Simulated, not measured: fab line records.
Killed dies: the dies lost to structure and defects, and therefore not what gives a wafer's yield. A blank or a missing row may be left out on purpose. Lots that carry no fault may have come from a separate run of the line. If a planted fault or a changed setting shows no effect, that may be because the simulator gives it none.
Chamber matching / flow berkeleyCmos170 / UCB170_GATE_ETCH_15 on rieSi-01: 4 sister chambers
The step etches poly-Si in HBr/Cl2, stops on SiO2, time 56.3 s, target depth 278.2 nm. 8 wafers are shown with their chamber, then 11 later ones without.

## WAFERS WITH THEIR CHAMBER
wafer=L754.2; chamber=0; throttleValvePct (%)=26.44; drypumpMotorCurrentA (A)=5.5
wafer=L760.1; chamber=3; throttleValvePct (%)=26.79; drypumpMotorCurrentA (A)=4.9
wafer=L761.1; chamber=3; throttleValvePct (%)=26.80; drypumpMotorCurrentA (A)=4.9
wafer=L761.2; chamber=2; throttleValvePct (%)=26.21; drypumpMotorCurrentA (A)=5.9
wafer=L764.1; chamber=2; throttleValvePct (%)=26.21; drypumpMotorCurrentA (A)=5.8
wafer=L764.3; chamber=1; throttleValvePct (%)=26.65; drypumpMotorCurrentA (A)=6.1
wafer=L764.6; chamber=0; throttleValvePct (%)=26.43; drypumpMotorCurrentA (A)=5.5
wafer=L767.3; chamber=1; throttleValvePct (%)=26.65; drypumpMotorCurrentA (A)=6.1

## WAFERS WITHOUT THEIR CHAMBER
wafer=L767.5; throttleValvePct (%)=26.79; drypumpMotorCurrentA (A)=4.9
wafer=L767.6; throttleValvePct (%)=26.21; drypumpMotorCurrentA (A)=5.8
wafer=L766.3; throttleValvePct (%)=26.23; drypumpMotorCurrentA (A)=5.9
wafer=L766.4; throttleValvePct (%)=26.42; drypumpMotorCurrentA (A)=5.5
wafer=L766.5; throttleValvePct (%)=26.81; drypumpMotorCurrentA (A)=4.9
wafer=L769.2; throttleValvePct (%)=26.45; drypumpMotorCurrentA (A)=5.5
wafer=L769.3; throttleValvePct (%)=26.80; drypumpMotorCurrentA (A)=4.9
wafer=L769.4; throttleValvePct (%)=26.22; drypumpMotorCurrentA (A)=5.9
wafer=L771.1; throttleValvePct (%)=26.82; drypumpMotorCurrentA (A)=4.9
wafer=L771.2; throttleValvePct (%)=26.44; drypumpMotorCurrentA (A)=5.5
wafer=L771.5; throttleValvePct (%)=26.80; drypumpMotorCurrentA (A)=4.9

## THE CHAMBER EACH PASSED THROUGH
wafer=L767.5; from the rows above=3; in truth=3
wafer=L767.6; from the rows above=2; in truth=2
wafer=L766.3; from the rows above=2; in truth=2
wafer=L766.4; from the rows above=0; in truth=0
wafer=L766.5; from the rows above=3; in truth=3
wafer=L769.2; from the rows above=0; in truth=0
wafer=L769.3; from the rows above=3; in truth=3
wafer=L769.4; from the rows above=2; in truth=2
wafer=L771.1; from the rows above=3; in truth=3
wafer=L771.2; from the rows above=0; in truth=0
wafer=L771.5; from the rows above=3; in truth=3
Correct placement for 11 of the 11. Number that these rows cannot place: 0. Placed wrongly: 0.
How it was worked out, from the rows above alone: a wafer's distance from a chamber is the root of the sum, over the readings, of the square of ((its reading less the chamber's mean) divided by the reading's scatter). If the next closest chamber is less than 2 further off than the closest, the wafer can't be placed; otherwise it belongs to the closest. For every chamber, the mean is computed from those of its wafers that are shown. The scatter: the root of (the sum of the squares of (reading less its chamber's mean) over the shown wafers, divided by (wafers less chambers)).
